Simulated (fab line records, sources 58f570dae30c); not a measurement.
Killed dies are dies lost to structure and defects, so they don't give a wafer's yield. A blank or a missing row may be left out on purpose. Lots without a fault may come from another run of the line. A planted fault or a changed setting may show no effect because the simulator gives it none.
Split-lot experiment | flow berkeley_cmos170 | 5 lots, 23 wafers read, on a route of 331 steps

THE SPLIT
At UCB170_CONTACT_COAT_10 (resist thk 900 nm), the setting resist_thk_nm was moved away from the recipe's 900 nm on 11 of the 23 wafers read, by -4.7% to +4.3%. The other wafers ran this setting at the recipe's value.

FROM THE SPLIT TO THE READING: what the file shows between them, 1 step
- UCB170_CONTACT_ETCH_17: etches BARC in N2/H2 (also split here: bias_w)

THE READING
KrF_of_CONTACT_COAT_10.thk_nm (the simulator's own value, which no gauge read), in nm, at UCB170_CONTACT_ETCH_18 (etches PSG in CHF3/CF4/Ar, stops on TiSi2, target depth 840 nm, time 195 s). The file gives no usual value for it. The 12 wafers here that ran the recipe average 692.0 nm, standard deviation 4.5 nm.

wafer  | tool, chamber at the split | resist_thk_nm as run, nm | against the recipe | KrF_of_CONTACT_COAT_10.thk_nm, nm | against lot-mates on the recipe
L074.1 | litho_track-04, 0          | 857.4                    | -4.7%              | 655.3                             | -34.9
L074.2 | litho_track-04, 0          | 900                      | recipe             | 689.8                             | -
L074.3 | litho_track-04, 0          | 900                      | recipe             | 692.1                             | -
L074.4 | litho_track-04, 0          | 857.4                    | -4.7%              | 652                               | -38.2
L074.5 | litho_track-04, 0          | 900                      | recipe             | 688.7                             | -
L076.1 | litho_track-01, 0          | 900                      | recipe             | 687.7                             | -
L076.2 | litho_track-01, 0          | 932.5                    | +3.6%              | 717.5                             | +31.4
L076.4 | litho_track-01, 0          | 900                      | recipe             | 684.5                             | -
L076.5 | litho_track-01, 0          | 932.5                    | +3.6%              | 722.4                             | +36.3
L076.6 | litho_track-01, 0          | 932.5                    | +3.6%              | 724                               | +37.9
L080.1 | litho_track-03, 0          | 900                      | recipe             | 696.8                             | -
L080.2 | litho_track-03, 0          | 900                      | recipe             | 694.6                             | -
L080.6 | litho_track-03, 0          | 900                      | recipe             | 694.9                             | -
L083.1 | litho_track-03, 0          | 900                      | recipe             | 698                               | -
L083.2 | litho_track-03, 0          | 938.8                    | +4.3%              | 730.3                             | +33.5
L083.3 | litho_track-03, 0          | 900                      | recipe             | 695.6                             | -
L083.4 | litho_track-03, 0          | 938.8                    | +4.3%              | 728.5                             | +31.7
L083.5 | litho_track-03, 0          | 938.8                    | +4.3%              | 727.4                             | +30.6
L084.1 | litho_track-04, 0          | 935.8                    | +4.0%              | 733.3                             | +42.5
L084.2 | litho_track-04, 0          | 900                      | recipe             | 685.3                             | -
L084.4 | litho_track-04, 0          | 935.8                    | +4.0%              | 724.2                             | +33.4
L084.5 | litho_track-04, 0          | 900                      | recipe             | 696.4                             | -
L084.6 | litho_track-04, 0          | 935.8                    | +4.0%              | 726.8                             | +36.0

THE FIT
A straight line over all 23 wafers: KrF_of_CONTACT_COAT_10.thk_nm changes by +8.42 nm for each +1% of resist_thk_nm; r = +0.98; the points scatter about the line by 4 nm.
The same after taking each lot's own level away (the mean of its wafers on the recipe; 23 wafers): +8.34 nm for each +1%; r = +0.99; scatter 4 nm.
On that fit, the largest move of resist_thk_nm shifts the reading by 39 nm.
The lots' own levels span 686.10 to 696.80 nm, that is 2.4 times the standard deviation above.
So the lot-to-lot level changes the slope little: the two slopes agree.
Check: with one of the wafers moved furthest among these (-4.7%) left out of the fit, the line predicts -39.8 nm for it against its lot-mates. It came out at -34.9 nm against them.

OTHER SPLITS ON THESE WAFERS
These wafers also went through other splits before the reading. Each is held against what the fit with the lots' levels taken away leaves over:
other split on the same wafers     | wafers away from the commonest value | r with KrF_of_CONTACT_COAT_10.thk_nm (lot level and that fit taken away)
UCB170_GATE_EXPOSE_09 dose_mj      | 7                                    | +0.24
UCB170_NLDD_EXPOSE_03 dose_mj      | 11                                   | -0.27
UCB170_SPACER_CVD_00 time_s        | 10                                   | -0.53
UCB170_PSD_PEB_04 peb_temp_c       | 11                                   | -0.09
UCB170_BACKSIDE_STRIP_03 power_w   | 6                                    | +0.26
UCB170_SILICIDE_SPUTTER_01 power_w | 7                                    | -0.24
UCB170_CONTACT_ETCH_17 bias_w      | 4                                    | +0.26

THE WHOLE CHAIN: every reading that the file lists as answering this split, in the file's order
step                   | what it does                                                               | reading                                                                        | change (the file's fit)              | r (the file's)
UCB170_CONTACT_COAT_10 | resist thk 900 nm                                                          | KrF_of_CONTACT_COAT_10.thk_nm (the simulator's own value, which no gauge read) | +9.13 nm for each +1% of the setting | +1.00
UCB170_CONTACT_ETCH_18 | etches PSG in CHF3/CF4/Ar, stops on TiSi2, target depth 840 nm, time 195 s | KrF_of_CONTACT_COAT_10.thk_nm (the simulator's own value, which no gauge read) | +8.39 nm for each +1% of the setting | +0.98

THE FILE'S OWN FIT
KrF_of_CONTACT_COAT_10.thk_nm changes by +8.39 nm for each +1% of resist_thk_nm, r = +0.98.
